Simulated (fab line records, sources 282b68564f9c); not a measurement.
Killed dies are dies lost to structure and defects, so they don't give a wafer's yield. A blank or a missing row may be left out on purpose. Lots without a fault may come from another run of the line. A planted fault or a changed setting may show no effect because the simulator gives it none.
Split-lot experiment | flow rit_cmos | 4 lots, 21 wafers read, on a route of 202 steps

THE SPLIT
At RIT_PSD_COAT_01 (resist thk 1000 nm), the setting resist_thk_nm was moved away from the recipe's 1000 nm on 9 of the 21 wafers read, by -4.3% to -1.8%. The other wafers ran this setting at the recipe's value.

FROM THE SPLIT TO THE READING: what the file shows between them, 3 steps
- RIT_PSD_SOFTBAKE_02: time 60 s
- RIT_PSD_EXPOSE_03: exposes mask M10, target cd 40900 nm
- RIT_PSD_DEVELOP_05: develop time 50 s

THE READING
NOVOLAK_of_PSD_COAT_01.thk_nm (the simulator's own value, which no gauge read), in nm, at RIT_PSD_HARDBAKE_07 (time 60 s). The file gives no usual value for it. The 12 wafers here that ran the recipe average 886.2 nm, standard deviation 2 nm.

wafer  | tool, chamber at the split | resist_thk_nm as run, nm | against the recipe | NOVOLAK_of_PSD_COAT_01.thk_nm, nm | against lot-mates on the recipe
L078.2 | litho_track-01, 0          | 1000                     | recipe             | 888.1                             | -
L078.5 | litho_track-01, 0          | 1000                     | recipe             | 885.8                             | -
L078.6 | litho_track-01, 0          | 1000                     | recipe             | 886.1                             | -
L080.1 | litho_track-04, 0          | 1000                     | recipe             | 887.1                             | -
L080.2 | litho_track-04, 0          | 1000                     | recipe             | 885.6                             | -
L080.3 | litho_track-04, 0          | 957                      | -4.3%              | 848.4                             | -37.5
L080.4 | litho_track-04, 0          | 957                      | -4.3%              | 849.4                             | -36.5
L080.5 | litho_track-04, 0          | 1000                     | recipe             | 885.1                             | -
L080.6 | litho_track-04, 0          | 957                      | -4.3%              | 847.5                             | -38.4
L081.1 | litho_track-01, 0          | 981.6                    | -1.8%              | 870.3                             | -13.7
L081.2 | litho_track-01, 0          | 981.6                    | -1.8%              | 872.8                             | -11.2
L081.3 | litho_track-01, 0          | 981.6                    | -1.8%              | 869.9                             | -14.1
L081.4 | litho_track-01, 0          | 1000                     | recipe             | 885.6                             | -
L081.5 | litho_track-01, 0          | 1000                     | recipe             | 884.8                             | -
L081.6 | litho_track-01, 0          | 1000                     | recipe             | 881.5                             | -
L085.1 | litho_track-02, 0          | 1000                     | recipe             | 889.3                             | -
L085.2 | litho_track-02, 0          | 1000                     | recipe             | 888.5                             | -
L085.3 | litho_track-02, 0          | 1000                     | recipe             | 887.3                             | -
L085.4 | litho_track-02, 0          | 963.9                    | -3.6%              | 854.2                             | -34.2
L085.5 | litho_track-02, 0          | 963.9                    | -3.6%              | 857.2                             | -31.2
L085.6 | litho_track-02, 0          | 963.9                    | -3.6%              | 855.8                             | -32.6

THE FIT
A straight line over all 21 wafers: NOVOLAK_of_PSD_COAT_01.thk_nm changes by +8.64 nm for each +1% of resist_thk_nm; r = +0.99; the points scatter about the line by 1.8 nm.
The same after taking each lot's own level away (the mean of its wafers on the recipe; 21 wafers): +8.78 nm for each +1%; r = +0.99; scatter 1.8 nm.
On that fit, the largest move of resist_thk_nm shifts the reading by 38 nm.
The lots' own levels span 883.97 to 888.37 nm, that is 2.2 times the standard deviation above.
So the lot-to-lot level changes the slope little: the two slopes agree.
Check: with one of the wafers moved furthest among these (-4.3%) left out of the fit, the line predicts -37.4 nm for it against its lot-mates. It came out at -37.5 nm against them.

OTHER SPLITS ON THESE WAFERS
These wafers also went through other splits before the reading. Each is held against what the fit with the lots' levels taken away leaves over:
other split on the same wafers    | wafers away from the commonest value | r with NOVOLAK_of_PSD_COAT_01.thk_nm (lot level and that fit taken away)
RIT_ACTIVE_EXPOSE_08 dose_mj      | 6                                    | +0.22
RIT_ACTIVE_ETCH_13 pressure_mtorr | 6                                    | +0.09
RIT_ACTIVE_ETCH_13 over_etch_frac | 3                                    | -0.52
RIT_NWELL_IMPLANT_08 dose_cm2     | 9                                    | +0.17
RIT_PRETRO_IMPLANT_08 energy_kev  | 6                                    | -0.01
RIT_GATE_CVD_08 temp_c            | 6                                    | +0.09
RIT_GATE_EXPOSE_13 dose_mj        | 6                                    | -0.31
RIT_GATE_ETCH_19 rf_w             | 6                                    | +0.06
RIT_PLDD_SOFTBAKE_02 temp_c       | 6                                    | -0.23
RIT_PLDD_IMPLANT_08 energy_kev    | 6                                    | +0.07

THE WHOLE CHAIN: every reading that the file lists as answering this split, in the file's order
step                | what it does       | reading                                                                        | change (the file's fit)              | r (the file's)
RIT_PSD_COAT_01     | resist thk 1000 nm | NOVOLAK_of_PSD_COAT_01.thk_nm (the simulator's own value, which no gauge read) | +9.91 nm for each +1% of the setting | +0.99
RIT_PSD_HARDBAKE_07 | time 60 s          | NOVOLAK_of_PSD_COAT_01.thk_nm (the simulator's own value, which no gauge read) | +8.67 nm for each +1% of the setting | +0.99

THE FILE'S OWN FIT
NOVOLAK_of_PSD_COAT_01.thk_nm changes by +8.67 nm for each +1% of resist_thk_nm, r = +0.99.
